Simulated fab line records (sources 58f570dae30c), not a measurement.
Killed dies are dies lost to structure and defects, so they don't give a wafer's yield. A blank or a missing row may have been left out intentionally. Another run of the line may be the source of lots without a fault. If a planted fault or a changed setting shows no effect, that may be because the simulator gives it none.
A lot that was struck, set against a sound lot | flow berkeley cmos170 | 15 steps out of a route of 331
Sound: wafers L937.1, L937.5, L937.6. The struck wafers were L959.1, L959.3, L959.5. The cause is given at the end.
Per side, at each step with rows, come the tool, then ch with its chambers, and then its first start. Under that, the readings that differ: sound wafers | struck wafers | difference of the means | sigmas: that difference in standard deviations of wafers without a fault.
alike: readings whose means differ by less than 2 such deviations, and words and numbers that are the same on both sides. not compared: withheld readings, readings that some wafer has no value for, bounds like >300 that may hide the same value, and numbers for which the record gives no deviation and whose values overlap.
The two part at a step that has a row with sigmas, a row that says differs or no value, or rows on one side only. Numbers that don't overlap but have no deviation are shown without sigmas and don't part them. A reading that every wafer of one side lacks parts them only if that side has two wafers or more.

first, 4 steps without rows for these wafers: UCB170_ACTIVE_SOFTBAKE_09 (time 60 s); UCB170_ACTIVE_EXPOSE_10 (exposes mask ACTIVE, target cd 1200 nm); UCB170_ACTIVE_PEB_11; UCB170_ACTIVE_DEVELOP_12 (develop time 45 s).
UCB170_ACTIVE_CD_MEAS_13: the cd target is 1200 nm.
  sound on cd sem-01 at day 4 08:40; struck on cd sem-02 at day 9 05:44
  alike: cd nm
UCB170_ACTIVE_OVL_MEAS_14:
  sound on overlay-02 at day 4 08:47; struck on overlay-02 at day 9 05:51
  alike: ACTIVE_OVL
UCB170_ACTIVE_ETCH_15: etches Si3N4 in CH3F/Ar/O2, stops on SiO2, target depth 242 nm, time 151 s.
  sound on rie diel-03 ch 0,1,2, day 4 08:50; struck on rie diel-03 ch 0,1,3, day 9 05:53
  alike: drypump motor current A, oes product au, throttle valve pct
  not compared: rf hours counter h
UCB170_ACTIVE_STRIP_16: strips in O2.
  sound on plasma asher-01 ch 0,1, day 4 08:56; struck on plasma asher-02 ch 0,1, day 9 05:59
  alike: drypump motor current A, oes product au, strip time to endpoint s
  not compared: rf hours counter h
UCB170_ACTIVE_CD_MEAS_90: the cd target is 1200 nm.
  sound on cd sem-01 at day 4 09:02; struck on cd sem-02 at day 9 06:05
  alike: cd nm
then, 3 steps without rows for these wafers: UCB170_ACTIVE_CLEAN_17 (cleans in SPM, time 600 s); UCB170_PFIELD_HMDS_00 (prime time 60 s); UCB170_PFIELD_COAT_01 (resist thk 900 nm).
UCB170_PFIELD_SOFTBAKE_02: time 60 s.
  sound on litho track-01 ch 0, day 4 09:50; struck on litho track-03 ch 0, day 9 09:32
  reading                  | sound                | struck               | difference | sigmas
  heater power total W (W) | 56.84 56.71 56.83    | 58.74 58.64 58.70    | +1.90      | +39
  plate temp C (C)         | 129.98 130.24 129.90 | 133.01 133.35 133.35 | +3.20      | +29
then, 1 step without rows for these wafers: UCB170_PFIELD_EXPOSE_03 (exposes mask PFIELD, target cd 1500 nm).
UCB170_M3_PROBE_99:
  the record has rows for the sound wafers here (prober-01, day 8 04:17) and none for the struck ones

== WHERE THEY PART ==
First at UCB170_PFIELD_SOFTBAKE_02; last, within this record, at UCB170_M3_PROBE_99.

WHY: what the simulator had put in
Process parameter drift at UCB170_PFIELD_SOFTBAKE_02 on litho track-03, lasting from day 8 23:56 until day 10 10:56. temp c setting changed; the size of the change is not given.
